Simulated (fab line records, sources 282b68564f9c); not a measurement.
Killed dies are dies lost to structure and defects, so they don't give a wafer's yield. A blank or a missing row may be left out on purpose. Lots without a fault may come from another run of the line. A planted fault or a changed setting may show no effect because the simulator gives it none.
Split-lot experiment | flow rit_cmos | 5 lots, 23 wafers read, on a route of 202 steps

THE SPLIT
At RIT_PWELL_IMPLANT_08, the setting energy_kev was moved away from the recipe's 170 on 11 of the 23 wafers read, by -5.4% to +2.9%. The other wafers ran this setting at the recipe's value.

The reading is taken at the split's own step.

THE READING
implant.drp_nm (the simulator's own value, which no gauge read), in nm, at RIT_PWELL_IMPLANT_08. The file gives no usual value for it.

wafer  | tool, chamber at the split | energy_kev as run | against the recipe | implant.drp_nm, nm | against lot-mates on the recipe
L075.1 | implanter-03, 0            | 160.8             | -5.4%              | 100.8              | -2.1
L075.3 | implanter-03, 0            | 160.8             | -5.4%              | 100.8              | -2.1
L075.6 | implanter-03, 0            | 160.8             | -5.4%              | 100.8              | -2.1
L075.4 | implanter-03, 0            | 170               | recipe             | 102.9              | -
L075.5 | implanter-03, 0            | 170               | recipe             | 102.9              | -
L076.1 | implanter-04, 0            | 174.9             | +2.9%              | 103.7              | +0.8
L076.4 | implanter-04, 0            | 174.9             | +2.9%              | 103.7              | +0.8
L076.5 | implanter-04, 0            | 174.9             | +2.9%              | 103.7              | +0.8
L076.2 | implanter-04, 0            | 170               | recipe             | 102.9              | -
L076.3 | implanter-04, 0            | 170               | recipe             | 102.9              | -
L078.1 | implanter-02, 0            | 163               | -4.1%              | 101.4              | -1.5
L078.2 | implanter-02, 0            | 163               | -4.1%              | 101.4              | -1.5
L078.6 | implanter-02, 0            | 163               | -4.1%              | 101.4              | -1.5
L078.3 | implanter-02, 0            | 170               | recipe             | 102.9              | -
L078.4 | implanter-02, 0            | 170               | recipe             | 102.9              | -
L079.3 | implanter-03, 0            | 170               | recipe             | 102.9              | -
L079.4 | implanter-03, 0            | 170               | recipe             | 102.9              | -
L079.5 | implanter-03, 0            | 170               | recipe             | 102.9              | -
L084.1 | implanter-04, 0            | 170               | recipe             | 102.9              | -
L084.5 | implanter-04, 0            | 170               | recipe             | 102.9              | -
L084.6 | implanter-04, 0            | 170               | recipe             | 102.9              | -
L084.2 | implanter-04, 0            | 173.2             | +1.9%              | 103.4              | +0.5
L084.4 | implanter-04, 0            | 173.2             | +1.9%              | 103.4              | +0.5

THE FIT
A straight line over all 23 wafers: implant.drp_nm changes by +0.353 nm for each +1% of energy_kev; r = +1.00; the points scatter about the line by 0.094 nm.
The same after taking each lot's own level away (the mean of its wafers on the recipe; 23 wafers): +0.353 nm for each +1%; r = +1.00; scatter 0.094 nm.
On that fit, the largest move of energy_kev shifts the reading by 1.9 nm.
The lots' own levels span 102.90 to 102.90 nm.
So the lot-to-lot level changes the slope little: the two slopes agree.
Check: with one of the wafers moved furthest among these (-5.4%) left out of the fit, the line predicts -1.96 nm for it against its lot-mates. It came out at -2.1 nm against them.

OTHER SPLITS ON THESE WAFERS
These wafers also went through other splits before the reading. Each is held against what the fit with the lots' levels taken away leaves over:
other split on the same wafers    | wafers away from the commonest value | r with implant.drp_nm (lot level and that fit taken away)
RIT_ACTIVE_OXIDATION_01 ox_time_s | 15                                   | +0.22
RIT_NWELL_COAT_01 spin_rpm        | 8                                    | +0.23

THE WHOLE CHAIN: every reading that the file lists as answering this split, in the file's order
step                 | what it does | reading                                                         | change (the file's fit)               | r (the file's)
RIT_PWELL_IMPLANT_08 |              | implant.rp_nm (the simulator's own value, which no gauge read)  | +3.7 nm for each +1% of the setting   | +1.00
RIT_PWELL_IMPLANT_08 |              | implant.drp_nm (the simulator's own value, which no gauge read) | +0.358 nm for each +1% of the setting | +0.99

THE FILE'S OWN FIT
implant.drp_nm changes by +0.358 nm for each +1% of energy_kev, r = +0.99.
